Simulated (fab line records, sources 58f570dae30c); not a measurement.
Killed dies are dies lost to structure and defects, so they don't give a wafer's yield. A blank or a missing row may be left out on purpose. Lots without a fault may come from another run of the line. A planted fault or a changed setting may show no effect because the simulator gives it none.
Split-lot experiment | flow berkeley_cmos170 | 5 lots, 23 wafers read, on a route of 331 steps

THE SPLIT
At UCB170_SILICIDE_SPUTTER_01 (material Ti, target thk 30 nm, time 25 s), the setting power_w was moved away from the recipe's 1500 W on 10 of the 23 wafers read, by -6.3% to +8.3%. The other wafers ran this setting at the recipe's value.

FROM THE SPLIT TO THE READING: what the file shows between them, 1 step
- UCB170_SILICIDE_RS_MEAS_02: measures by four-point-probe

THE READING
SILICIDE_TI_THK, in nm, at UCB170_SILICIDE_THK_MEAS_03 (measures by xrf). Fault-free wafers of this fab line usually give 29.50 nm, standard deviation 0.28 nm.

wafer  | tool, chamber at the split | power_w as run, W | against the recipe | SILICIDE_TI_THK, nm | against lot-mates on the recipe
L075.2 | pvd_sputter-04, -          | 1500              | recipe             | 29.93               | -
L075.4 | pvd_sputter-04, -          | 1500              | recipe             | 29.41               | -
L075.5 | pvd_sputter-04, -          | 1500              | recipe             | 29.48               | -
L074.1 | pvd_sputter-04, -          | 1422              | -5.2%              | 28.05               | -1.72
L074.2 | pvd_sputter-04, -          | 1500              | recipe             | 29.72               | -
L074.3 | pvd_sputter-04, -          | 1500              | recipe             | 29.92               | -
L074.4 | pvd_sputter-04, -          | 1500              | recipe             | 29.66               | -
L074.5 | pvd_sputter-04, -          | 1422              | -5.2%              | 28.48               | -1.29
L077.1 | pvd_sputter-04, -          | 1624              | +8.3%              | 32.01               | +2.67
L077.3 | pvd_sputter-04, -          | 1624              | +8.3%              | 31.63               | +2.29
L077.4 | pvd_sputter-04, -          | 1500              | recipe             | 29.45               | -
L077.5 | pvd_sputter-04, -          | 1500              | recipe             | 29.23               | -
L077.6 | pvd_sputter-04, -          | 1624              | +8.3%              | 32.25               | +2.91
L081.1 | pvd_sputter-03, -          | 1500              | recipe             | 29.66               | -
L081.2 | pvd_sputter-03, -          | 1500              | recipe             | 30.17               | -
L081.3 | pvd_sputter-03, -          | 1500              | recipe             | 29.97               | -
L081.4 | pvd_sputter-03, -          | 1581              | +5.4%              | 31.24               | +1.31
L081.5 | pvd_sputter-03, -          | 1581              | +5.4%              | 31.54               | +1.61
L084.2 | pvd_sputter-01, -          | 1406              | -6.3%              | 27.18               | -1.80
L084.3 | pvd_sputter-01, -          | 1406              | -6.3%              | 27.11               | -1.87
L084.4 | pvd_sputter-01, -          | 1406              | -6.3%              | 27.38               | -1.60
L084.5 | pvd_sputter-01, -          | 1500              | recipe             | 29.09               | -
L084.6 | pvd_sputter-01, -          | 1500              | recipe             | 28.87               | -

THE FIT
A straight line over all 23 wafers: SILICIDE_TI_THK changes by +0.315 nm for each +1% of power_w; r = +0.97; the points scatter about the line by 0.37 nm.
The same after taking each lot's own level away (the mean of its wafers on the recipe; 23 wafers): +0.297 nm for each +1%; r = +0.99; scatter 0.21 nm.
On that fit, the largest move of power_w shifts the reading by 2.5 nm.
The lots' own levels span 28.980 to 29.933 nm, that is 3.4 times the standard deviation above.
So the lot-to-lot level changes the slope little: the two slopes agree.
Check: with one of the wafers moved furthest among these (+8.3%) left out of the fit, the line predicts +2.44 nm for it against its lot-mates. It came out at +2.67 nm against them.

OTHER SPLITS ON THESE WAFERS
These wafers also went through other splits before the reading. Each is held against what the fit with the lots' levels taken away leaves over:
other split on the same wafers | wafers away from the commonest value | r with SILICIDE_TI_THK (lot level and that fit taken away)
UCB170_NSD_SOFTBAKE_02 time_s  | 11                                   | +0.02

THE WHOLE CHAIN: every reading that the file lists as answering this split, in the file's order
step                        | what it does                             | reading                                                                           | change (the file's fit)               | r (the file's)
UCB170_SILICIDE_SPUTTER_01  | material Ti, target thk 30 nm, time 25 s | Ti_of_SILICIDE_SPUTTER_01.thk_nm (the simulator's own value, which no gauge read) | +0.307 nm for each +1% of the setting | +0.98
UCB170_SILICIDE_RS_MEAS_02  | measures by four-point-probe             | SILICIDE_TI_RS                                                                    | -0.306 for each +1% of the setting    | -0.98
UCB170_SILICIDE_THK_MEAS_03 | measures by xrf                          | SILICIDE_TI_THK                                                                   | +0.295 for each +1% of the setting    | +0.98

THE FILE'S OWN FIT
SILICIDE_TI_THK changes by +0.295 nm for each +1% of power_w, r = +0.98.
